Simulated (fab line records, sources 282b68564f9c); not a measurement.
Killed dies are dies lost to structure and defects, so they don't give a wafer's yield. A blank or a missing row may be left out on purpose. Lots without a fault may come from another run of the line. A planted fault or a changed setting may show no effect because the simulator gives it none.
Which tool did it? | flow rit_cmos | 14 lots, 42 wafers sampled, at 2 steps of a route of 202

WHAT THE GAUGES READ, wafer by wafer
The record holds no reading of a measuring or inspecting step that can be judged against a usual standard deviation.

WHICH TOOL RAN EACH LOT (tool, then ch and the chambers of the sampled wafers, then the start)
lot  | RIT_NLDD_HARDBAKE_07             | RIT_M1_PROBE_99
L920 | litho_track-03 ch 0, day 3 02:34 | prober-02, day 3 18:11
L921 | litho_track-03 ch 0, day 3 03:42 | prober-01, day 3 20:40
L922 | litho_track-03 ch 0, day 3 08:40 | prober-02, day 4 00:22
L925 | litho_track-03 ch 0, day 3 20:28 | prober-01, day 4 13:06
L926 | litho_track-02 ch 0, day 4 00:20 | prober-02, day 4 15:44
L933 | litho_track-02 ch 0, day 5 09:48 | prober-01, day 6 01:37
L934 | litho_track-02 ch 0, day 5 14:37 | prober-02, day 6 08:08
L936 | litho_track-01 ch 0, day 6 01:49 | prober-02, day 6 17:08
L937 | litho_track-01 ch 0, day 6 05:46 | prober-01, day 6 21:19
L938 | litho_track-02 ch 0, day 6 11:35 | prober-02, day 7 02:44
L940 | litho_track-01 ch 0, day 6 20:44 | prober-02, day 7 12:44
L941 | litho_track-01 ch 0, day 7 03:08 | prober-01, day 7 18:24
L942 | litho_track-01 ch 0, day 7 07:05 | prober-02, day 7 22:49
L943 | litho_track-02 ch 0, day 7 12:41 | prober-01, day 8 05:39
- RIT_NLDD_HARDBAKE_07: time 60 s.
- RIT_M1_PROBE_99

WHAT THE TOOLS THEMSELVES READ (means of the sampled wafers that have a number; where no wafer has one, the mark that the record gives instead)
RIT_NLDD_HARDBAKE_07.
lot  | tool           | exhaust_pa (Pa) | heater_power_total_W (W) | plate_temp_C (C)
L920 | litho_track-03 | 44.8            | 62.59                    | 140.06
L921 | litho_track-03 | 44.9            | 62.54                    | 139.88
L922 | litho_track-03 | 44.3            | 67.69                    | 148.80
L925 | litho_track-03 | 44.5            | 67.64                    | 148.68
L926 | litho_track-02 | 44.7            | 62.55                    | 140.04
L933 | litho_track-02 | 44.9            | 62.50                    | 139.89
L934 | litho_track-02 | 44.7            | 62.56                    | 139.88
L936 | litho_track-01 | 44.9            | 62.57                    | 139.94
L937 | litho_track-01 | 44.8            | 62.58                    | 140.07
L938 | litho_track-02 | 44.3            | 62.53                    | 139.87
L940 | litho_track-01 | 44.5            | 62.53                    | 139.83
L941 | litho_track-01 | 45.8            | 62.56                    | 140.00
L942 | litho_track-01 | 44.6            | 62.54                    | 139.99
L943 | litho_track-02 | 43.9            | 62.58                    | 139.87

RIT_M1_PROBE_99.
lot  | tool      | killed_at_contacts | killed_at_front_end | killed_dies | killed_on_rim | killed_open | killed_short
L920 | prober-02 | 0.0                | 10                  | 10          | 2.7           | 6.0         | 4.0
L921 | prober-01 | 0.0                | 8                   | 8           | 2.5           | 6.0         | 1.5
L922 | prober-02 | 0.0                | 6                   | 6           | 1.7           | 2.0         | 4.0
L925 | prober-01 | 0.0                | 5                   | 5           | 0.7           | 2.3         | 3.0
L926 | prober-02 | 0.0                | 6                   | 6           | 1.0           | 2.3         | 3.7
L933 | prober-01 | 0.0                | 7                   | 7           | 2.7           | 3.3         | 3.7
L934 | prober-02 | 0.3                | 10                  | 11          | 2.7           | 6.7         | 4.0
L936 | prober-02 | 0.0                | 6                   | 6           | 3.0           | 2.3         | 3.3
L937 | prober-01 | 0.3                | 7                   | 7           | 2.7           | 3.0         | 4.3
L938 | prober-02 | 0.3                | 3                   | 4           | 0.3           | 1.0         | 2.7
L940 | prober-02 | 0.0                | 6                   | 6           | 1.0           | 3.7         | 2.3
L941 | prober-01 | 0.0                | 5                   | 5           | 0.7           | 3.0         | 1.7
L942 | prober-02 | 0.0                | 4                   | 4           | 0.7           | 3.0         | 1.3
L943 | prober-01 | 0.0                | 11                  | 11          | 3.0           | 4.0         | 6.5

THE ANSWER, worked out from the rows above alone
Rule: what is usual is taken from the lots themselves. Put in order of their means at a reading, lots are off if they are a third of the lots or fewer, leave a main group of 4 or more, and stand apart from it by a gap of 3 or more times the standard deviation of the main group's means; of several such gaps the widest counts. A main group whose means are all the same, to the digits that the tables above print for the reading, isn't used. A lot without any number at a reading at which 4 lots or more have one is off too. The other lots that the step has rows for count as sound. The gauges are gone through in route order, then the tools' own readings, and for those a lot's mean is taken as printed above. The first step at which some lot is off is used, and at that step the reading that is off furthest; a lot without a number counts as furthest.
Off: L922, L925, at RIT_NLDD_HARDBAKE_07 (heater_power_total_W). The main group: mean 62.55 W, standard deviation 0.025.
A tool fits if, at that step or a process step before it, it ran every lot that is off, and no sound lot after the first of them. One fits: litho_track-03 at RIT_NLDD_HARDBAKE_07. Its last sound lot is L921 (day 3 03:42), its first lot that is off L922 (day 3 08:40): a fault that began between those two fits.
The tool's own readings at RIT_NLDD_HARDBAKE_07 bear it out: on the lots that are off they differ by more than 5 times the standard deviation of the sound lots' means. heater_power_total_W reads 67.66 W there against 62.55 W on the sound lots; plate_temp_C reads 148.74 C there against 139.94 C on the sound lots.

WHAT THE SIMULATOR HAD PUT IN
Process parameter drift: litho_track-03, from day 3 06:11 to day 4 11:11, at RIT_NLDD_HARDBAKE_07. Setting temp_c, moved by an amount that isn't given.
Lots struck among those shown: L922, L925. The rule above found the same.
